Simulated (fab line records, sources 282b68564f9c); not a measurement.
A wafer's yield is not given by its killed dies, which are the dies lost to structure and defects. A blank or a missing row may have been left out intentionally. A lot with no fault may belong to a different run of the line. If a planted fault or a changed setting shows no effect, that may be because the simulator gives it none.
Which of the tools did it? | flow rit cmos | Sampling: 13 lots, 39 wafers, 3 of 202 route steps

## WHAT THE GAUGES READ, wafer by wafer
RIT_M1_RS_MEAS_01: uses a four-point probe to measure.
lot  | measured    | on            | M1_AL_RS (ohm/sq)
L626 | day 3 08:13 | film metro-03 | 0.0727 0.0744 0.0726
L627 | day 3 10:17 | film metro-01 | 0.0736 0.0738 0.0730
L628 | day 3 14:25 | film metro-03 | 0.0737 0.0731 0.0752
L630 | day 4 00:32 | film metro-02 | 0.0742 0.0733 0.0732
L631 | day 4 08:08 | film metro-03 | 0.0740 0.0730 0.0742
L632 | day 4 11:23 | film metro-02 | 0.0741 0.0741 0.0740
L633 | day 4 17:23 | film metro-03 | 0.0734 0.0731 0.0736
L635 | day 5 01:39 | film metro-03 | 0.0752 0.0746 0.0753
L636 | day 5 07:36 | film metro-02 | 0.0724 0.0732 0.0723
L637 | day 5 18:08 | film metro-01 | 0.0742 0.0731 0.0728
L638 | day 5 20:41 | film metro-01 | 0.0733 0.0740 0.0745
L642 | day 6 14:15 | film metro-02 | 0.0563 0.0729 0.0727
L643 | day 6 19:17 | film metro-03 | 0.0747 0.0748 0.0727

RIT_M1_THK_MEAS_02: measures by xrf.
lot  | measured    | on            | M1_AL_THK (nm)
L626 | day 3 08:19 | film metro-03 | 407 398 407
L627 | day 3 10:24 | film metro-01 | 399 399 401
L628 | day 3 14:31 | film metro-03 | 402 405 394
L630 | day 4 00:38 | film metro-02 | 395 399 402
L631 | day 4 08:15 | film metro-03 | 402 407 399
L632 | day 4 11:30 | film metro-02 | 394 393 399
L633 | day 4 17:31 | film metro-03 | 405 404 402
L635 | day 5 01:46 | film metro-03 | 393 398 396
L636 | day 5 07:43 | film metro-02 | 402 395 401
L637 | day 5 18:15 | film metro-01 | 396 403 405
L638 | day 5 20:49 | film metro-01 | 403 400 396
L642 | day 6 14:22 | film metro-02 | 515 401 402
L643 | day 6 19:23 | film metro-03 | 394 392 404

## WHAT TOOL EACH LOT RAN ON (gives the tool, then ch and the chambers of the sampled wafers, and finally the start)
lot  | RIT_M1_SPUTTER_00
L626 | pvd sputter-03, day 3 07:53
L627 | pvd sputter-04, day 3 09:59
L628 | pvd sputter-03, day 3 14:04
L630 | pvd sputter-03, day 4 00:13
L631 | pvd sputter-04, day 4 07:50
L632 | pvd sputter-03, day 4 11:04
L633 | pvd sputter-04, day 4 17:05
L635 | pvd sputter-04, day 5 01:22
L636 | pvd sputter-03, day 5 07:17
L637 | pvd sputter-03, day 5 17:50
L638 | pvd sputter-02, day 5 20:24
L642 | pvd sputter-03, day 6 13:56
L643 | pvd sputter-04, day 6 18:56
- RIT_M1_SPUTTER_00: material Al, target thk 400 nm, time 500 s.

## WHAT THE TOOLS THEMSELVES READ (means of the sampled wafers that have a number; where no wafer has one, the mark that the record gives instead)
RIT_M1_SPUTTER_00.
lot  | tool           | substrate temp c (C) | throttle valve pct (%)
L626 | pvd sputter-03 | 24.96                | 30.9
L627 | pvd sputter-04 | 24.98                | 30.0
L628 | pvd sputter-03 | 24.93                | 31.0
L630 | pvd sputter-03 | 24.99                | 31.2
L631 | pvd sputter-04 | 24.92                | 30.0
L632 | pvd sputter-03 | 25.06                | 30.1
L633 | pvd sputter-04 | 24.99                | 30.3
L635 | pvd sputter-04 | 24.95                | 30.0
L636 | pvd sputter-03 | 24.96                | 31.6
L637 | pvd sputter-03 | 25.04                | 31.9
L638 | pvd sputter-02 | 24.97                | 29.4
L642 | pvd sputter-03 | 25.08                | 30.3
L643 | pvd sputter-04 | 24.98                | 29.8

## THE ANSWER, worked out from the rows above alone
Rule: usual is defined by the lots themselves. Put in order of their means at a reading, lots are off if they are a third of the lots or fewer, leave a main group of 4 or more, and stand apart from it by a gap of 3 or more times the standard deviation of the main group's means; of several such gaps the widest counts. A main group is skipped when, at the precision printed for the reading in the tables above, its means are all equal. A lot without any number at a reading at which 4 lots or more have one is off too. All remaining lots with rows at the step are treated as sound. Order of review: gauges by route order, followed by the tools' own readings, for which a lot's mean as printed above is used. The first step at which some lot is off is used, and at that step the reading that is off furthest; a lot without a number counts as furthest.
Off: L642, seen at RIT_M1_RS_MEAS_01 (M1_AL_RS). The main group: mean 0.0737 ohm/sq, standard deviation 0.00057.
A tool fits if, at a process step before that reading, it ran every lot that is off, and no sound lot after the first of them. Those tools and the gauges at RIT_M1_RS_MEAS_01 are tried in the same way. Undecided on this evidence; 2 tools fit (pvd sputter-03 at RIT_M1_SPUTTER_00, film metro-02 at RIT_M1_RS_MEAS_01).

## WHAT HAD BEEN PUT IN BY THE SIMULATOR
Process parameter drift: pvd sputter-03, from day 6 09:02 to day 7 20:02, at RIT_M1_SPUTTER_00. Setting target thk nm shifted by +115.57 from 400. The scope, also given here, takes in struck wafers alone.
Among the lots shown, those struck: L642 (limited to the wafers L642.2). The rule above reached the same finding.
